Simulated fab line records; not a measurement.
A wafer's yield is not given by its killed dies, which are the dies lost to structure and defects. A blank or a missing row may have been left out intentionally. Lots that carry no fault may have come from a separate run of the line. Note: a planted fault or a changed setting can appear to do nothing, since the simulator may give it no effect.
The tool behind it: which one? + flow berkeley cmos170 + at 1 step of a route of 331, 7 lots with 21 wafers sampled

WHAT EACH GAUGE READ, for each wafer
UCB170_SACOX_THK_MEAS_02.
| lot  | measured     | on            | SACOX_OXIDE_THK (nm) |
|------|--------------|---------------|----------------------|
| L212 | day 6 09:35  | film metro-01 | 14.36 14.38 14.47    |
| L214 | day 6 22:58  | film metro-01 | 14.08 14.33 14.08    |
| L217 | day 7 10:58  | film metro-04 | 14.49 14.76 14.71    |
| L226 | day 8 18:56  | film metro-01 | 14.01 13.81 13.83    |
| L230 | day 9 18:48  | film metro-03 | 14.69 14.85 14.61    |
| L232 | day 10 17:37 | film metro-03 | 14.58 14.51 14.38    |
| L234 | day 11 02:54 | film metro-01 | 14.19 14.10 14.27    |

TOOL THAT RAN EACH LOT (tool first, then ch and the chambers of the sampled wafers, then the start)
The record holds no process step before these readings.

THE ANSWER, worked out from the rows above alone
Rule: usual is defined by the lots themselves. Put in order of their means at a reading, lots are off if they are a third of the lots or fewer, leave a main group of 4 or more, and stand apart from it by a gap of 3 or more times the standard deviation of the main group's means; of several such gaps the widest counts. The tables above print the reading to a certain number of digits; a main group whose means all agree to those digits is not used. Also off: a lot with no number at a reading for which 4 or more lots have one. All remaining lots with rows at the step are treated as sound.
No lot is off at any reading shown: from this, nothing can be told.

WHAT WAS PUT IN BY THE SIMULATOR
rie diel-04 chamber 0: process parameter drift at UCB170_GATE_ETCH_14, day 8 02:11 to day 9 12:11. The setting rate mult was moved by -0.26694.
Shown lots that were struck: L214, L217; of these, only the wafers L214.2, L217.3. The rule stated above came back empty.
